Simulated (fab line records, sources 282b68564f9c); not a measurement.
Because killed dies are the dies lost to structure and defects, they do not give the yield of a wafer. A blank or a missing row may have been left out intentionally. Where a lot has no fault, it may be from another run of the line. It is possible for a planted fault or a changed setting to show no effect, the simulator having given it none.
The tool behind it: which one? :: flow rit cmos :: 18 wafers from 6 lots sampled at 2 of the route's 202 steps

== WHAT THE GAUGES SHOWED, per wafer ==
RIT_M1_RS_MEAS_01: the measuring method here is four-point-probe.
lot: L207
measured: day 3 17:34
on: film metro-02
M1_AL_RS (ohm/sq): 0.0738 0.0737 0.0737

lot: L209
measured: day 4 02:26
on: film metro-02
M1_AL_RS (ohm/sq): 0.0734 0.0736 0.0732

lot: L211
measured: day 4 10:52
on: film metro-04
M1_AL_RS (ohm/sq): 0.0725 0.0723 0.0724

lot: L220
measured: day 6 12:48
on: film metro-04
M1_AL_RS (ohm/sq): 0.0740 0.0744 0.0737

lot: L223
measured: day 7 05:24
on: film metro-02
M1_AL_RS (ohm/sq): 0.0744 0.0745 0.0749

lot: L226
measured: day 7 17:11
on: film metro-02
M1_AL_RS (ohm/sq): 0.0731 0.0730 0.0733

== WHICH TOOL RAN EACH LOT (tool, then ch and the chambers of the sampled wafers, then the start) ==
lot: L207
RIT_M1_SPUTTER_00: pvd sputter-02, day 3 17:15

lot: L209
RIT_M1_SPUTTER_00: pvd sputter-04, day 4 02:07

lot: L211
RIT_M1_SPUTTER_00: pvd sputter-04, day 4 10:33

lot: L220
RIT_M1_SPUTTER_00: pvd sputter-02, day 6 12:31

lot: L223
RIT_M1_SPUTTER_00: pvd sputter-02, day 7 05:05

lot: L226
RIT_M1_SPUTTER_00: pvd sputter-03, day 7 16:54
- RIT_M1_SPUTTER_00: material Al, target thk 400 nm, time 500 s.

== THE ANSWER, worked out from the rows above alone ==
Rule: the usual values come from the lots themselves. Put in order of their means at a reading, lots are off if they are a third of the lots or fewer, leave a main group of 4 or more, and stand apart from it by a gap of 3 or more times the standard deviation of the main group's means; of several such gaps the widest counts. A main group whose means are all the same, to the digits that the tables above print for the reading, isn't used. Also off: a lot with no number at a reading for which 4 or more lots have one. Any other lot the step has rows for is counted as sound.
Across all readings shown, no lot is off: no conclusion can be drawn from this.

== WHAT THE SIMULATOR HAD INSERTED ==
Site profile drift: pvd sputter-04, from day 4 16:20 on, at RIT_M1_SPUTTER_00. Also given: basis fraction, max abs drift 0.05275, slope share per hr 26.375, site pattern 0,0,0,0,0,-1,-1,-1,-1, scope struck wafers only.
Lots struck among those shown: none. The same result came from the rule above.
